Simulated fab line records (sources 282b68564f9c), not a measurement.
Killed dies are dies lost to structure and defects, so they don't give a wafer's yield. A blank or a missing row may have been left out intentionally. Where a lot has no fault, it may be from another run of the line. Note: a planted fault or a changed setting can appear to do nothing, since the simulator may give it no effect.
fab line records | flow rit_cmos
[record] lots = 6 | wafers = 18 | last_day = 6
route steps=202 shown NSD@135 PSD@142 SDANNEAL@153
lots that met no fault: from a run of the same line without faults
start_h: hours from the record's opening day to when the first of the lot's shown wafers began | wait_h: how many hours have passed since the lot's step before this one | " repeats the value in the row above | L1.1+2: a row that stands for several wafers | - no value, or no start given | * or withheld: withheld | < > ~ a bound
route shown NAME@n: a module of which the file shows steps, and the number in the route of the first | usual: the fault-free wafers' mean and standard deviation | same: alike in all rows | chamber/n: place in a boat | sites: each site's reading | _std_site: how widely they spread, as a standard deviation | _edge_site: outer sites' mean less inner sites' | radius_mm: how far each site lies from the wafer's centre | mask NAME#n: copy n | behind: the most recent tool/chamber to have shaped the wafer | hold: why the lot was held/for how many hours/how that ended | device: transistor that didn't switch, given as n, p or np | end of line: the tests these same wafers got at the end of their route | for a step that has no rows: nothing shown but its recipe | killed: at the first sort, the dies lost to defects and structure; wafer yield is something else | map: per-die view of a wafer (x killed, . not killed, _ where there is no die)
set.NAME: the setting that was run; set.NAME@STEP: the one run at that earlier step | model.NAME: the simulator's own value behind a step, which no gauge read
certain route steps with their lots: each step a table, each wafer a row
services: from which hour (start_h, from the record's first day; less than 0 if before it) a tool's chamber was out of use, for how many hours, and why
[[steps]]
[step RIT_NSD_PEB_04]
[recipe] resist = NOVOLAK | temp_c = withheld | time_s = withheld
[step RIT_NSD_DEVELOP_05]
[recipe] resist = NOVOLAK | develop_time_s = 50 | dev_temp_c = 23
[step RIT_NSD_OVL_MEAS_06]
[usual] NSD_OVL = -0.7/1.6
lot.wafer | tool       | chamber | start_h | wait_h | NSD_OVL[nm]
L962.3    | overlay-02 | -       | 72.48   | -      | -2.9
L962.5    | "          | -       | "       | "      | -1.9
L962.6    | "          | -       | "       | "      | -3.9
L969.1    | overlay-02 | -       | 106.58  | -      | 0.0
L969.3    | "          | -       | "       | "      | 0.9
L969.6    | "          | -       | "       | "      | 1.2
L970.2    | overlay-01 | -       | 113.04  | -      | -2.3
L970.3    | "          | -       | "       | "      | -2.6
L970.4    | "          | -       | "       | "      | -2.0
L971.2    | overlay-02 | -       | 116.96  | -      | -0.3
L971.3    | "          | -       | "       | "      | -0.7
L971.5    | "          | -       | "       | "      | -1.2
L972.1    | overlay-01 | -       | 121.54  | -      | 2.2
L972.2    | "          | -       | "       | "      | 0.5
L972.6    | "          | -       | "       | "      | 2.2
L974.1    | overlay-02 | -       | 133.36  | -      | -2.2
L974.2    | "          | -       | "       | "      | -1.6
L974.5    | "          | -       | "       | "      | -2.7
[step RIT_NSD_HARDBAKE_07]
[recipe] resist = NOVOLAK | temp_c = 140 | time_s = 60
[step RIT_NSD_IMPLANT_08]
[recipe] species = P | energy_kev = 25 | dose_cm2 = 1.02e+15 | tilt_deg = 7
[step RIT_NSD_STRIP_09]
[recipe] chemistry = O2 | time_s = 180 | resist = NOVOLAK | platen_temp_c = withheld | power_w = 500 | pressure_mtorr = 4000 | o2_flow_sccm = 4000
[usual] drypump_motor_current_A = 5.9/0.44
lot.wafer | tool            | chamber | start_h | wait_h | drypump_motor_current_A | rf_hours_counter_h
L962.3    | plasma_asher-03 | 1       | 72.86   | 0.1    | 6.1                     | -
L962.5    | "               | 1       | "       | "      | 6.1                     | -
L962.6    | "               | 0       | "       | "      | 5.8                     | -
L969.1    | plasma_asher-04 | 1       | 106.92  | 0.1    | 6.4                     | 44
L969.3    | "               | 0       | "       | "      | 5.8                     | -
L969.6    | "               | 1       | "       | "      | 6.3                     | -
L970.2    | plasma_asher-04 | 1       | 113.37  | 0.1    | 6.4                     | 45
L970.3    | "               | 1       | "       | "      | 6.4                     | -
L970.4    | "               | 0       | "       | "      | 5.9                     | -
L971.2    | plasma_asher-03 | 0       | 117.29  | 0.1    | 5.8                     | 49
L971.3    | "               | 0       | "       | "      | 5.8                     | -
L971.5    | "               | 0       | "       | "      | 5.8                     | -
L972.1    | plasma_asher-01 | 1       | 121.88  | 0.1    | 5.1                     | 0
L972.2    | "               | 0       | "       | "      | 6.4                     | 0
L972.6    | "               | 0       | "       | "      | 6.3                     | -
L974.1    | plasma_asher-01 | 0       | 133.70  | 0.1    | 6.4                     | 2
L974.2    | "               | 1       | "       | "      | 5.2                     | 2
L974.5    | "               | 1       | "       | "      | 5.2                     | -
[step RIT_NSD_TW_MEAS_10]
[usual] NSD_TW = 3149/21
lot.wafer | tool          | chamber | start_h | wait_h | NSD_TW
L962.3    | film_metro-03 | -       | 73.00   | 0.1    | 3143
L962.5    | "             | -       | "       | "      | 3160
L962.6    | "             | -       | "       | "      | 3165
L969.1    | film_metro-02 | -       | 107.09  | 0.1    | 3128
L969.3    | "             | -       | "       | "      | 3104
L969.6    | "             | -       | "       | "      | 3115
L970.2    | film_metro-04 | -       | 113.55  | 0.1    | 3163
L970.3    | "             | -       | "       | "      | 3145
L970.4    | "             | -       | "       | "      | 3152
L971.2    | film_metro-03 | -       | 117.47  | 0.1    | 3158
L971.3    | "             | -       | "       | "      | 3156
L971.5    | "             | -       | "       | "      | 3165
L972.1    | film_metro-03 | -       | 122.05  | 0.1    | 3167
L972.2    | "             | -       | "       | "      | 3148
L972.6    | "             | -       | "       | "      | 3175
L974.1    | film_metro-04 | -       | 133.87  | 0.1    | 3149
L974.2    | "             | -       | "       | "      | 3177
L974.5    | "             | -       | "       | "      | 3163
[step RIT_PSD_HMDS_00]
[recipe] prime_time_s = 60 | prime_temp_c = 140
[step RIT_PSD_COAT_01]
[recipe] resist = NOVOLAK | spin_rpm = 3250 | resist_thk_nm = 1000
[step RIT_PSD_SOFTBAKE_02]
[recipe] resist = NOVOLAK | temp_c = 90 | time_s = 60
[step RIT_PSD_EXPOSE_03]
[recipe] mask_id = M10 | na = 0.57 | target_cd_nm = 40900 | dose_mj = 250
[step RIT_PSD_PEB_04]
[recipe] resist = NOVOLAK | temp_c = withheld | time_s = withheld
[step RIT_PSD_DEVELOP_05]
[recipe] resist = NOVOLAK | develop_time_s = 50 | dev_temp_c = 23
lot.wafer  | tool           | chamber | start_h | wait_h
L962.3+5+6 | litho_track-03 | 0       | 73      | -
L969.1+3+6 | litho_track-03 | 0       | 107     | -
L970.2+3+4 | litho_track-02 | 0       | 114     | -
L971.2+3+5 | litho_track-03 | 0       | 118     | -
L972.1+2+6 | litho_track-04 | 0       | 122     | -
L974.1+2+5 | litho_track-03 | 0       | 134     | -
[step RIT_PSD_OVL_MEAS_06]
[usual] PSD_OVL = 0.9/1.1
lot.wafer | tool       | chamber | start_h | wait_h | PSD_OVL[nm]
L962.3    | overlay-02 | -       | 73.96   | -      | 0.3
L962.5    | "          | -       | "       | "      | 0.7
L962.6    | "          | -       | "       | "      | 1.7
L969.1    | overlay-01 | -       | 108.13  | -      | 1.1
L969.3    | "          | -       | "       | "      | 0.1
L969.6    | "          | -       | "       | "      | 2.0
L970.2    | overlay-01 | -       | 114.58  | -      | 1.4
L970.3    | "          | -       | "       | "      | 1.6
L970.4    | "          | -       | "       | "      | 1.3
L971.2    | overlay-01 | -       | 118.39  | -      | 0.8
L971.3    | "          | -       | "       | "      | 1.6
L971.5    | "          | -       | "       | "      | 0.0
L972.1    | overlay-02 | -       | 122.96  | -      | 1.3
L972.2    | "          | -       | "       | "      | 0.0
L972.6    | "          | -       | "       | "      | 0.5
L974.1    | overlay-02 | -       | 134.78  | -      | 0.8
L974.2    | "          | -       | "       | "      | 1.2
L974.5    | "          | -       | "       | "      | -0.1
[step RIT_PSD_HARDBAKE_07]
[recipe] resist = NOVOLAK | temp_c = 140 | time_s = 60
[step RIT_PSD_IMPLANT_08]
[recipe] species = BF2 | energy_kev = 27 | dose_cm2 = 4.949e+15 | tilt_deg = 7
[step RIT_PSD_STRIP_09]
[recipe] chemistry = O2 | time_s = 180 | resist = NOVOLAK | platen_temp_c = withheld | power_w = 500 | pressure_mtorr = 4000 | o2_flow_sccm = 4000
[usual] drypump_motor_current_A = 5.9/0.52
lot.wafer | tool            | chamber | start_h | wait_h | drypump_motor_current_A | rf_hours_counter_h
L962.3    | plasma_asher-04 | 1       | 74.35   | 0.1    | 6.4                     | -
L962.5    | "               | 1       | "       | "      | 6.4                     | -
L962.6    | "               | 0       | "       | "      | 5.9                     | -
L969.1    | plasma_asher-04 | 0       | 108.46  | 0.1    | 5.9                     | 44
L969.3    | "               | 1       | "       | "      | 6.4                     | -
L969.6    | "               | 1       | "       | "      | 6.3                     | -
L970.2    | plasma_asher-04 | 0       | 114.91  | 0.1    | 5.9                     | 45
L970.3    | "               | 1       | "       | "      | 6.4                     | -
L970.4    | "               | 0       | "       | "      | 5.8                     | -
L971.2    | plasma_asher-04 | 1       | 118.72  | 0.1    | 6.4                     | 45
L971.3    | "               | 0       | "       | "      | 5.9                     | -
L971.5    | "               | 0       | "       | "      | 5.9                     | -
L972.1    | plasma_asher-04 | 0       | 123.30  | 0.1    | 5.9                     | 46
L972.2    | "               | 1       | "       | "      | 6.3                     | 46
L972.6    | "               | 0       | "       | "      | 5.9                     | -
L974.1    | plasma_asher-04 | 1       | 135.12  | 0.1    | 6.4                     | 47
L974.2    | "               | 0       | "       | "      | 5.9                     | 47
L974.5    | "               | 0       | "       | "      | 5.8                     | -
[step RIT_PSD_TW_MEAS_10]
[usual] PSD_TW = 3441/22
lot.wafer | tool          | chamber | start_h | wait_h | PSD_TW
L962.3    | film_metro-02 | -       | 74.48   | 0.1    | 3451
L962.5    | "             | -       | "       | "      | 3416
L962.6    | "             | -       | "       | "      | 3437
L969.1    | film_metro-04 | -       | 108.64  | 0.1    | 3442
L969.3    | "             | -       | "       | "      | 3434
L969.6    | "             | -       | "       | "      | 3443
L970.2    | film_metro-03 | -       | 115.10  | 0.1    | 3462
L970.3    | "             | -       | "       | "      | 3445
L970.4    | "             | -       | "       | "      | 3460
L971.2    | film_metro-02 | -       | 118.91  | 0.1    | 30
L971.3    | "             | -       | "       | "      | 30
L971.5    | "             | -       | "       | "      | 30
L972.1    | film_metro-02 | -       | 123.47  | 0.1    | 3427
L972.2    | "             | -       | "       | "      | 3425
L972.6    | "             | -       | "       | "      | 3404
L974.1    | film_metro-03 | -       | 135.29  | 0.1    | 30
L974.2    | "             | -       | "       | "      | 30
L974.5    | "             | -       | "       | "      | 30
[step RIT_SDANNEAL_CLEAN_00]
[recipe] chemistry = SC1 | mix = 3:3:50 | time_s = 600 | temp_c = 75
[[services]]
tool            | chamber | start_h | hours | kind
plasma_asher-01 | -       | 108.75  | 9.0   | pm
plasma_asher-01 | 0       | 108.75  | 9.0   | vent_cycle
plasma_asher-01 | 1       | 108.75  | 9.0   | vent_cycle
plasma_asher-01 | 0       | 117.75  | -     | clean
plasma_asher-01 | 1       | 117.75  | -     | clean
[[key]]
[first_sign] step = RIT_PSD_TW_MEAS_10 | reading = PSD_TW | direction = down | sigmas = 99+ | usual = 3441 | struck = 30
effect none on later readings
met_at RIT_PSD_DEVELOP_05
struck_wafers L971.2,L971.3,L971.5,L974.1,L974.2,L974.5
sort_left_out L971.2,L971.3,L971.5,L974.1,L974.2,L974.5
tester_left_out L971,L974
onset_between 107 118
[fault] kind = process_parameter_drift | tool = litho_track-03 | chamber = - | onset_h = 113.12 | steps = RIT_PSD_DEVELOP_05 | channel = develop_time_s | offset = * | shape = step | end_h = 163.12 | acts_in = * | stated = *
// tester_left_out: of these lots the tester's yield and bins aren't shown, on N5 and GAA mostly nor the transistor test; their killed dies are dies lost to structure and defects alone, not to doping, threshold or leakage, so they don't give the yield
// sort_left_out: the simulated sort isn't trusted on such a fault, so these wafers' sort isn't shown, and their yield isn't known
